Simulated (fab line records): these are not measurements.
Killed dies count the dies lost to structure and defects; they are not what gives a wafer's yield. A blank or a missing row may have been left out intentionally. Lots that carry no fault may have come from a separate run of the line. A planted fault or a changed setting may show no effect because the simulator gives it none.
Split-lot study | flow rit_cmos | on a route of 202 steps: 5 lots, 23 wafers read

SPLIT DETAILS
At RIT_NWELL_IMPLANT_08, the setting energy_kev was moved away from the recipe's 170 on 9 of the 23 wafers read, by -5.8% to +3.8%. The other wafers ran this setting at the recipe's value.

The reading is taken at the split's own step.

THE READING
implant.drp_nm (the simulator's own value, which no gauge read), in nm, at RIT_NWELL_IMPLANT_08. The file does not state a usual value for it.

wafer  | tool, chamber at the split | energy_kev as run | against the recipe | implant.drp_nm, nm | against lot-mates on the recipe
L077.4 | implanter-03, 0            | 170               | recipe             | 68.82              | -
L077.5 | implanter-03, 0            | 170               | recipe             | 68.82              | -
L077.6 | implanter-03, 0            | 170               | recipe             | 68.82              | -
L082.1 | implanter-04, 0            | 170               | recipe             | 68.82              | -
L082.4 | implanter-04, 0            | 170               | recipe             | 68.82              | -
L082.2 | implanter-04, 0            | 176.5             | +3.8%              | 70.79              | +1.97
L082.3 | implanter-04, 0            | 176.5             | +3.8%              | 70.79              | +1.97
L082.6 | implanter-04, 0            | 176.5             | +3.8%              | 70.79              | +1.97
L083.2 | implanter-04, 0            | 170               | recipe             | 68.82              | -
L083.3 | implanter-04, 0            | 170               | recipe             | 68.82              | -
L083.4 | implanter-04, 0            | 170               | recipe             | 68.82              | -
L083.5 | implanter-04, 0            | 170               | recipe             | 68.82              | -
L083.6 | implanter-04, 0            | 170               | recipe             | 68.82              | -
L084.1 | implanter-03, 0            | 170               | recipe             | 68.82              | -
L084.2 | implanter-03, 0            | 170               | recipe             | 68.82              | -
L084.3 | implanter-03, 0            | 160.6             | -5.5%              | 66                 | -2.82
L084.5 | implanter-03, 0            | 160.6             | -5.5%              | 66                 | -2.82
L084.6 | implanter-03, 0            | 160.6             | -5.5%              | 66                 | -2.82
L085.1 | implanter-01, 0            | 160.1             | -5.8%              | 65.85              | -2.97
L085.5 | implanter-01, 0            | 160.1             | -5.8%              | 65.85              | -2.97
L085.6 | implanter-01, 0            | 160.1             | -5.8%              | 65.85              | -2.97
L085.3 | implanter-01, 0            | 170               | recipe             | 68.82              | -
L085.4 | implanter-01, 0            | 170               | recipe             | 68.82              | -

THE FIT
A straight line over all 23 wafers: implant.drp_nm changes by +0.511 nm for each +1% of energy_kev; r = +1.00; the points scatter about the line by 0.0056 nm.
The same after taking each lot's own level away (the mean of its wafers on the recipe; 23 wafers): +0.511 nm for each +1%; r = +1.00; scatter 0.0056 nm.
Per that fit: largest energy_kev move, reading shift of 3 nm.
The lots' own levels span 68.820 to 68.820 nm.
The two slopes are in agreement: the lot-to-lot level therefore moves the slope only a little.
Check: for one of the wafers moved furthest among these (-5.8%), held out of the fit, the line's prediction against its lot-mates is -2.97 nm. Against them it came out at -2.97 nm.

OTHER SPLITS APPLIED TO THESE WAFERS
Other splits were also applied to these wafers ahead of the reading. Each is held against what the fit with the lots' levels taken away leaves over:
other split on the same wafers      | wafers away from the commonest value | r with implant.drp_nm (lot level and that fit taken away)
RIT_ACTIVE_CVD_03 sih2cl2_flow_sccm | 15                                   | -0.28
RIT_ACTIVE_ETCH_13 over_etch_frac   | 2                                    | +0.23
RIT_FOX2_OXIDATION_00 temp_c        | 10                                   | -0.35

THE WHOLE CHAIN: every reading that the file lists as answering this split, in the file's order
step                 | what it does | reading                                                         | change (the file's fit)               | r (the file's)
RIT_NWELL_IMPLANT_08 |              | implant.rp_nm (the simulator's own value, which no gauge read)  | +2.19 nm for each +1% of the setting  | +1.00
RIT_NWELL_IMPLANT_08 |              | implant.drp_nm (the simulator's own value, which no gauge read) | +0.511 nm for each +1% of the setting | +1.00

THE FILE'S OWN FIT
implant.drp_nm changes by +0.511 nm for each +1% of energy_kev, r = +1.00.
